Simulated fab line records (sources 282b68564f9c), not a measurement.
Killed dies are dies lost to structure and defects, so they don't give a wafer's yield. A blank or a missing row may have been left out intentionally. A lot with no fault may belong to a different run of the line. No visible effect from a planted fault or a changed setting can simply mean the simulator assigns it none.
Commonality check across tools || flow rit-cmos || 13 lots, 39 wafers sampled

REASON FOR OPENING
At RIT_GATE_CD_MEAS_16 the reading cd-nm is flagged on 1 of 13 lots. Fault-free wafers read 150.1 nm, with a standard deviation of 2.9.
Rule: a lot is flagged in two cases, either no wafer of it has a number, or all its wafers with numbers fall more than 4 standard deviations from that mean. The rest of the lots are taken to be sound.

{"lot": "L165", "measured": "day 2 16:05", "on": "cd-sem-01", "cd-nm (nm), wafer by wafer": "147.0 147.6 146.5", "flag": ""}
{"lot": "L166", "measured": "day 2 18:41", "on": "cd-sem-02", "cd-nm (nm), wafer by wafer": "151.0 150.5 156.6", "flag": ""}
{"lot": "L167", "measured": "day 3 03:54", "on": "cd-sem-02", "cd-nm (nm), wafer by wafer": "153.3 152.2 151.4", "flag": ""}
{"lot": "L168", "measured": "day 3 05:17", "on": "cd-sem-02", "cd-nm (nm), wafer by wafer": "150.8 149.9 151.7", "flag": ""}
{"lot": "L169", "measured": "day 3 12:51", "on": "cd-sem-02", "cd-nm (nm), wafer by wafer": "154.2 153.5 153.3", "flag": ""}
{"lot": "L170", "measured": "day 3 17:53", "on": "cd-sem-02", "cd-nm (nm), wafer by wafer": "152.6 155.9 155.5", "flag": ""}
{"lot": "L171", "measured": "day 4 00:28", "on": "cd-sem-02", "cd-nm (nm), wafer by wafer": "155.2 156.0 154.2", "flag": ""}
{"lot": "L173", "measured": "day 4 13:22", "on": "cd-sem-02", "cd-nm (nm), wafer by wafer": "152.7 150.5 148.4", "flag": ""}
{"lot": "L175", "measured": "day 4 17:48", "on": "cd-sem-02", "cd-nm (nm), wafer by wafer": "149.8 148.6 150.6", "flag": ""}
{"lot": "L176", "measured": "day 4 22:41", "on": "cd-sem-02", "cd-nm (nm), wafer by wafer": "148.3 147.5 148.0", "flag": ""}
{"lot": "L178", "measured": "day 5 10:11", "on": "cd-sem-01", "cd-nm (nm), wafer by wafer": "153.2 153.0 151.9", "flag": ""}
{"lot": "L180", "measured": "day 5 19:45", "on": "cd-sem-01", "cd-nm (nm), wafer by wafer": "196.4 193.4 194.9", "flag": "FLAGGED"}
{"lot": "L181", "measured": "day 5 23:06", "on": "cd-sem-02", "cd-nm (nm), wafer by wafer": "148.1 148.0 151.1", "flag": ""}
The numbers of the flagged lots are 194.9 nm on average: +44.8 nm against the usual, or +15 standard deviations.

WHICH TOOL RAN EACH LOT
The record keeps 1 process step preceding the reading, out of 202 steps on the route. Every cell lists first the tool, next ch and the chambers used by the sampled wafers, and last the start.
{"lot": "L165", "flag": "", "RIT_GATE_EXPOSE_13": "iline-stepper-01 ch 0, day 2 15:37"}
{"lot": "L166", "flag": "", "RIT_GATE_EXPOSE_13": "iline-stepper-01 ch 0, day 2 18:17"}
{"lot": "L167", "flag": "", "RIT_GATE_EXPOSE_13": "iline-stepper-02 ch 0, day 3 03:30"}
{"lot": "L168", "flag": "", "RIT_GATE_EXPOSE_13": "iline-stepper-01 ch 0, day 3 04:53"}
{"lot": "L169", "flag": "", "RIT_GATE_EXPOSE_13": "iline-stepper-01 ch 0, day 3 12:27"}
{"lot": "L170", "flag": "", "RIT_GATE_EXPOSE_13": "iline-stepper-01 ch 0, day 3 17:29"}
{"lot": "L171", "flag": "", "RIT_GATE_EXPOSE_13": "iline-stepper-02 ch 0, day 4 00:00"}
{"lot": "L173", "flag": "", "RIT_GATE_EXPOSE_13": "iline-stepper-01 ch 0, day 4 12:57"}
{"lot": "L175", "flag": "", "RIT_GATE_EXPOSE_13": "iline-stepper-01 ch 0, day 4 17:24"}
{"lot": "L176", "flag": "", "RIT_GATE_EXPOSE_13": "iline-stepper-01 ch 0, day 4 22:17"}
{"lot": "L178", "flag": "", "RIT_GATE_EXPOSE_13": "iline-stepper-01 ch 0, day 5 09:47"}
{"lot": "L180", "flag": "FLAGGED", "RIT_GATE_EXPOSE_13": "iline-stepper-01 ch 0, day 5 19:11"}
{"lot": "L181", "flag": "", "RIT_GATE_EXPOSE_13": "iline-stepper-02 ch 0, day 5 22:42"}
What these steps do:
- RIT_GATE_EXPOSE_13: exposes mask M6, target cd 150 nm.
- RIT_GATE_CD_MEAS_16: target cd 150 nm.

FLAGGED OVER TOTAL, TOOL BY TOOL (the gauges that took the reading come last)
{"step": "RIT_GATE_EXPOSE_13", "tool": "iline-stepper-01", "lots run": 10, "flagged": 1, "share of the flagged lots": "all", "sound lots run after its first flagged lot": 0}
{"step": "RIT_GATE_EXPOSE_13", "tool": "iline-stepper-02", "lots run": 3, "flagged": 0, "share of the flagged lots": "none", "sound lots run after its first flagged lot": "-"}
{"step": "RIT_GATE_CD_MEAS_16", "tool": "cd-sem-01", "lots run": 3, "flagged": 1, "share of the flagged lots": "all", "sound lots run after its first flagged lot": 0}
{"step": "RIT_GATE_CD_MEAS_16", "tool": "cd-sem-02", "lots run": 10, "flagged": 0, "share of the flagged lots": "none", "sound lots run after its first flagged lot": "-"}

THE TABLE: WHAT IT ALLOWS
Table rows that saw every flagged lot: 2, namely iline-stepper-01 at RIT_GATE_EXPOSE_13 and cd-sem-01 at RIT_GATE_CD_MEAS_16.
- iline-stepper-01 at RIT_GATE_EXPOSE_13 ran 10 lots, 1 of them flagged. A fault beginning between L178 (day 5 09:47), its last sound lot, and L180 (day 5 19:11), its first flagged one, fits the data.
- cd-sem-01 at RIT_GATE_CD_MEAS_16 ran 3 lots, 1 of them flagged. A fault beginning between L178 (day 5 10:11), its last sound lot, and L180 (day 5 19:45), its first flagged one, fits the data.
Because each of these 2 tools fits a fault that began at some hour, counting lots does not separate them. More lots, or a look at what each step does to the wafer, might.

WHAT WAS PUT IN BY THE SIMULATOR
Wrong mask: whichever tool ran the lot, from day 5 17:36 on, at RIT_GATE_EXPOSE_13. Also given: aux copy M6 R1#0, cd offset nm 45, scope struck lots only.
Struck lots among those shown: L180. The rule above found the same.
